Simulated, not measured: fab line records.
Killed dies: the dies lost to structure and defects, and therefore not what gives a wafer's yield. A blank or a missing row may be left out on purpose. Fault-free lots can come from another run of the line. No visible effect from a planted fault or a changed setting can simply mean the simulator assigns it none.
Commonality check across tools	flow berkeley-cmos170	Lots sampled 15, wafers sampled 54

## WHAT PROMPTED THE OPENING
Of 15 lots, 3 have the reading PSD_RS flagged at UCB170_SDANNEAL_RS_MEAS_02. Fault-free wafers read 75.56 ohm/sq, with a standard deviation of 0.27.
Rule: a lot is flagged when every wafer of it that has a number lies more than 4 standard deviations from that mean, or none has a number. As for the other lots, they are considered sound.

lot	measured	on	PSD_RS (ohm/sq), wafer by wafer	flag
L242	day 8 19:35	film-metro-03	75.68 75.78 75.78	
L241	day 8 20:02	film-metro-02	75.27 75.52 75.40	
L243	day 9 08:55	film-metro-03	75.97 75.62 75.25	
L244	day 9 20:26	film-metro-02	75.58 75.55 76.04	
L245	day 9 20:54	film-metro-04	75.23 75.36 75.44	
L246	day 9 20:56	film-metro-03	75.48 75.32 75.33	
L247	day 10 04:50	film-metro-03	75.02 75.83 75.24	
L248	day 10 05:04	film-metro-04	75.75 75.91 75.92	
L254	day 11 02:56	film-metro-02	75.89 75.54 75.85	
L251	day 11 03:04	film-metro-04	96.16 96.78 96.62 96.29 96.97 96.66	FLAGGED
L253	day 11 03:27	film-metro-02	96.09 96.19 96.27 95.94 96.26 96.37	FLAGGED
L256	day 11 09:39	film-metro-02	96.34 96.54 96.74 96.43 96.47 96.68	FLAGGED
L258	day 12 06:41	film-metro-03	76.01 75.55 76.10	
L257	day 12 07:18	film-metro-03	75.25 75.38 75.70	
L261	day 12 17:05	film-metro-04	75.52 75.57 75.52	
The mean of the flagged lots' numbers is 96.43 ohm/sq, +20.87 ohm/sq from the usual (+77 standard deviations).

## WHICH TOOL RAN EACH LOT
The record holds 1 process step before the reading, out of a route of 331 steps. Cell contents, in order: the tool; ch with the chambers the sampled wafers went through; the start.
lot	flag	UCB170_SDANNEAL_RTA_01
L242		rtp-anneal-01 ch 0, day 8 19:31
L241		rtp-anneal-02 ch 0, day 8 19:57
L243		rtp-anneal-02 ch 0, day 9 08:52
L244		rtp-anneal-01 ch 0, day 9 20:22
L245		rtp-anneal-02 ch 0, day 9 20:50
L246		rtp-anneal-01 ch 0, day 9 20:53
L247		rtp-anneal-01 ch 0, day 10 04:44
L248		rtp-anneal-02 ch 0, day 10 04:59
L254		rtp-anneal-01 ch 0, day 11 02:52
L251	FLAGGED	rtp-anneal-02 ch 0, day 11 03:00
L253	FLAGGED	rtp-anneal-02 ch 0, day 11 03:23
L256	FLAGGED	rtp-anneal-02 ch 0, day 11 09:35
L258		rtp-anneal-01 ch 0, day 12 06:36
L257		rtp-anneal-01 ch 0, day 12 07:14
L261		rtp-anneal-01 ch 0, day 12 17:01
What the steps here do:
- UCB170_SDANNEAL_RTA_01: time 5 s.
- UCB170_SDANNEAL_RS_MEAS_02: measures by four-point-probe.

## FLAGGED OVER TOTAL, TOOL BY TOOL (the gauges that took the reading come last)
step	tool	lots run	flagged	share of the flagged lots	sound lots run after its first flagged lot
UCB170_SDANNEAL_RTA_01	rtp-anneal-01	8	0	none	-
UCB170_SDANNEAL_RTA_01	rtp-anneal-02	7	3	all	0
UCB170_SDANNEAL_RS_MEAS_02	film-metro-02	5	2	some	0
UCB170_SDANNEAL_RS_MEAS_02	film-metro-03	6	0	none	-
UCB170_SDANNEAL_RS_MEAS_02	film-metro-04	4	1	some	1 (L261)

## THE TABLE: WHAT IT ALLOWS
1 row of the table ran every flagged lot: rtp-anneal-02 at UCB170_SDANNEAL_RTA_01.
- rtp-anneal-02 at UCB170_SDANNEAL_RTA_01 ran 7 lots, 3 of them flagged. Its last sound lot is L248 (day 10 04:59), its first flagged lot L251 (day 11 03:00): a fault that began between those two fits. Its own readings lie more than 4 standard deviations out on every wafer of the flagged lots: lamp-power-pct, wafer_temp_C_max.
One tool is left: rtp-anneal-02 at UCB170_SDANNEAL_RTA_01.

## WHAT WAS PUT IN BY THE SIMULATOR
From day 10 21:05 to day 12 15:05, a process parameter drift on rtp-anneal-02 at UCB170_SDANNEAL_RTA_01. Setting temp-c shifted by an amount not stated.
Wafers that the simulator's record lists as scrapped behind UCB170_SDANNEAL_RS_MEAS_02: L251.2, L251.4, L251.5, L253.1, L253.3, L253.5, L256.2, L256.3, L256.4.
Lots struck among those shown: L251, L253, L256. The rule given above showed the same thing.
